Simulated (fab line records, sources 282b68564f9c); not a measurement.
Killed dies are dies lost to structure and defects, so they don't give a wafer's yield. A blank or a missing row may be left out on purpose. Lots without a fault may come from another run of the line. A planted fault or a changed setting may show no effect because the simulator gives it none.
Chamber matching | flow rit_cmos | RIT_CONTACT_ETCH_11 on rie_diel-02: 4 sister chambers
The step etches SiO2 in CHF3/CF4/Ar, stops on TiSi2, target depth 480 nm, time 320 s. 14 wafers are shown with their chamber, then 7 later ones without.

WAFERS WITH THEIR CHAMBER
wafer  | chamber | throttle_valve_pct (%) | drypump_motor_current_A (A) | oes_product_au (a.u.)
L570.3 | 1       | 8.66                   | 5.7                         | 1.004
L570.4 | 3       | 8.90                   | 6.2                         | 0.989
L570.6 | 0       | 8.82                   | 5.3                         | 0.985
L572.1 | 0       | 8.82                   | 5.4                         | 0.986
L572.3 | 3       | 8.89                   | 6.2                         | 0.994
L572.6 | 2       | 8.96                   | 5.4                         | 1.014
L574.1 | 3       | 8.89                   | 6.3                         | 0.989
L574.2 | 1       | 8.63                   | 5.7                         | 1.007
L574.5 | 3       | 8.89                   | 6.2                         | 0.979
L576.1 | 3       | 8.89                   | 6.2                         | 0.981
L576.2 | 0       | 8.83                   | 5.4                         | 0.982
L576.5 | 3       | 8.88                   | 6.2                         | 0.989
L584.2 | 1       | 8.65                   | 5.8                         | 0.998
L584.3 | 3       | 8.90                   | 6.2                         | 0.981

SIGNATURES (means of the wafers above)
reading                 | chamber 0 | chamber 1 | chamber 2 | chamber 3 | scatter within a chamber
throttle_valve_pct      | 8.8233    | 8.6467    | 8.9600    | 8.8914    | 0.00905
drypump_motor_current_A | 5.367     | 5.733     | 5.400     | 6.214     | 0.0468
oes_product_au          | 0.98433   | 1.00300   | 1.01400   | 0.98600   | 0.00491
Rule: a wafer's distance from a chamber is the root of the sum, over the readings, of the square of ((its reading less the chamber's mean) divided by the reading's scatter). The wafer belongs to the nearest chamber; if the next one is less than 2 further off, it can't be placed. The scatter: the root of (the sum of the squares of (reading less its chamber's mean) over the shown wafers, divided by (wafers less chambers)).

WAFERS WITHOUT THEIR CHAMBER
wafer  | throttle_valve_pct (%) | drypump_motor_current_A (A) | oes_product_au (a.u.)
L584.5 | 8.67                   | 5.8                         | 1.005
L588.1 | 8.64                   | 5.8                         | 1.011
L588.3 | 8.83                   | 5.4                         | 0.991
L588.6 | 8.81                   | 5.4                         | 0.987
L590.1 | 8.92                   | 5.4                         | 1.019
L590.2 | 8.66                   | 5.8                         | 1.004
L590.5 | 8.95                   | 5.4                         | 1.024

WHICH CHAMBER EACH WENT THROUGH
wafer  | from the rows above | in truth
L584.5 | 1                   | 1
L588.1 | 1                   | 1
L588.3 | 0                   | 0
L588.6 | 0                   | 0
L590.1 | 2                   | 2
L590.2 | 1                   | 1
L590.5 | 2                   | 2
Placed correctly: 7 of 7. Can't be placed from these rows: 0. Placed wrongly: 0.
